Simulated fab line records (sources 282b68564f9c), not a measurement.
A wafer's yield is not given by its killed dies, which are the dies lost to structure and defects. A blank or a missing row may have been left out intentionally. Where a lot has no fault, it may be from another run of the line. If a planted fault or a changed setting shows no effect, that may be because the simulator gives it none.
fab line records | flow ritCmos
record lots=13 | wafers=39 | lastDay=7
route steps=202 shown PLDD@123
lots with no fault: from the same line, run without faults
startH: start of the lot's first displayed wafer, in hours after the record's first day | waitH: time in hours since the lot's previous step | " as in the row above | L1.1+2: several wafers, shown together as one row | - either no value or no given start | * or withheld: withheld | < > ~ a bound
route shown NAME@n: names a module that has steps shown in the file, with the first one's number in the route | usual: mean/standard deviation of fault-free wafers | same: alike in all rows | chamber/n: place in a boat | sites: readings site by site | _std_site: the standard deviation of these | _edge_site: inner sites' mean taken away from outer sites' mean | radiusMm: for every site, how far away it sits from the centre of the wafer | mask NAME#n: copy n | behind: the tool/chamber that last shaped the wafer | hold: the reason the lot was held/the length of the hold in hours/how it ended | device: whichever transistor did not switch (one of n, p or np) | end of line: the tests these same wafers got at the end of their route | a step with no rows: only its recipe | killed: dies that structure and defects cost at the first sort, which is not the same as the wafer's yield | map: per-die view of a wafer (x killed, . not killed, _ where there is no die)
set.NAME: setting as actually run; set.NAME@STEP: the setting as run at that earlier step | model.NAME: the simulator's own value behind a step, which no gauge read
the route's steps for a sample of lots (tables are steps, rows are wafers)
services: a tool's chamber out of use, with start hour (startH, from the record's first day; less than 0 if before it), hours out, and reason
## steps
# step RIT_PLDD_STRIP_09
# recipe chemistry=O2 | timeS=180 | resist=NOVOLAK | platenTempC=withheld | powerW=500 | pressureMtorr=4000 | o2FlowSccm=4000
# usual drypumpMotorCurrentA=5.6/0.36 | runLengthS=208.39/0.29
# same timeS=180
lot.wafer | tool           | chamber | startH | waitH | drypumpMotorCurrentA | rfHoursCounterH | runLengthS
L304.3    | plasmaAsher-03 | 1       | 43.32  | 0.1   | 6.0                  | -               | 208.87
L304.4    | "              | 0       | "      | "     | 5.5                  | -               | 208.41
L304.5    | "              | 0       | "      | "     | 5.5                  | -               | 208.46
L305.3    | plasmaAsher-03 | 0       | 48.40  | 0.1   | 5.5                  | -               | 208.39
L305.4    | "              | 1       | "      | "     | 6.0                  | -               | 208.27
L305.6    | "              | 1       | "      | "     | 6.0                  | -               | 208.65
L306.1    | plasmaAsher-04 | 1       | 52.95  | 0.1   | 5.1                  | 41              | 208.25
L306.2    | "              | 0       | "      | "     | 5.4                  | 41              | 208.68
L306.6    | "              | 0       | "      | "     | 5.4                  | -               | 208.64
L307.1    | plasmaAsher-04 | 0       | 58.18  | 0.1   | 5.4                  | 41              | 208.68
L307.3    | "              | 1       | "      | "     | 5.0                  | -               | 208.11
L307.5    | "              | 0       | "      | "     | 5.4                  | -               | 208.64
L308.2    | plasmaAsher-03 | 1       | 64.60  | 0.1   | 6.0                  | 42              | 208.23
L308.4    | "              | 1       | "      | "     | 6.0                  | -               | 208.55
L308.5    | "              | 1       | "      | "     | 6.0                  | -               | 208.82
L309.1    | plasmaAsher-03 | 0       | 68.25  | 0.1   | 5.5                  | 43              | 208.28
L309.2    | "              | 1       | "      | "     | 6.0                  | 43              | 208.17
L309.6    | "              | 1       | "      | "     | 6.0                  | -               | 208.56
L313.4    | plasmaAsher-04 | 1       | 89.72  | 0.1   | 5.0                  | -               | 72.74
L313.5    | "              | 1       | "      | "     | 5.0                  | -               | 72.16
L313.6    | "              | 0       | "      | "     | 5.4                  | -               | 72.25
L317.1    | plasmaAsher-03 | 0       | 108.15 | 0.1   | 5.5                  | 47              | 208.36
L317.2    | "              | 1       | "      | "     | 6.0                  | 47              | 208.26
L317.6    | "              | 0       | "      | "     | 5.5                  | -               | 208.77
L322.3    | plasmaAsher-01 | 0       | 133.48 | 0.1   | 6.3                  | -               | 207.52
L322.5    | "              | 0       | "      | "     | 6.3                  | -               | 207.67
L322.6    | "              | 1       | "      | "     | 5.2                  | -               | 208.41
L324.2    | plasmaAsher-04 | 1       | 143.58 | 0.1   | 5.0                  | 50              | 208.71
L324.3    | "              | 1       | "      | "     | 5.1                  | -               | 208.44
L324.4    | "              | 0       | "      | "     | 5.4                  | -               | 208.33
L325.1    | plasmaAsher-03 | 0       | 148.92 | 0.1   | 5.5                  | 3               | 208.25
L325.4    | "              | 0       | "      | "     | 5.5                  | -               | 208.44
L325.6    | "              | 1       | "      | "     | 6.0                  | -               | 208.25
L326.4    | plasmaAsher-03 | 1       | 153.46 | 0.1   | 6.0                  | -               | 208.28
L326.5    | "              | 1       | "      | "     | 6.0                  | -               | 208.75
L326.6    | "              | 0       | "      | "     | 5.5                  | -               | 208.61
L327.2    | plasmaAsher-01 | 1       | 157.80 | 0.1   | 5.2                  | 53              | 208.20
L327.4    | "              | 0       | "      | "     | 6.3                  | -               | 207.59
L327.5    | "              | 0       | "      | "     | 6.3                  | -               | 207.56
## services
tool           | chamber | startH | hours | kind
plasmaAsher-01 | -       | 102.22 | 7.6   | repair
plasmaAsher-03 | -       | 108.75 | 9.0   | pm
plasmaAsher-03 | 0       | 108.75 | 9.0   | ventCycle
plasmaAsher-03 | 1       | 108.75 | 9.0   | ventCycle
plasmaAsher-03 | 0       | 117.75 | -     | clean
plasmaAsher-03 | 1       | 117.75 | -     | clean
plasmaAsher-03 | -       | 150.44 | 2.8   | pm
## key
firstSign step=RIT_PLDD_STRIP_09 | reading=runLengthS | direction=down | sigmas=99+ | usual=* | struck=*
effect none on later readings
metAt RIT_PLDD_STRIP_09
struckLots L313
laterRowsLeftOut L313.4,L313.5,L313.6
sortLeftOut L313.4,L313.5,L313.6
testerLeftOut L313
onsetBetween 58.18 89.72
fault kind=stripAborted | tool=plasmaAsher-04 | chamber=- | onsetH=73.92 | steps=RIT_PLDD_STRIP_09 | offset=0.6 | endH=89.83
# testerLeftOut: of these lots the tester's yield and bins aren't shown, on N5 and GAA mostly nor the transistor test; their killed dies are dies lost to structure and defects alone, not to doping, threshold or leakage, so they don't give the yield
# sortLeftOut: the simulated sort isn't trusted on such a fault, so these wafers' sort isn't shown, and their yield isn't known
# laterRowsLeftOut: the simulator's readings of these wafers behind a module that went badly wrong aren't trusted and aren't shown, but for the sort
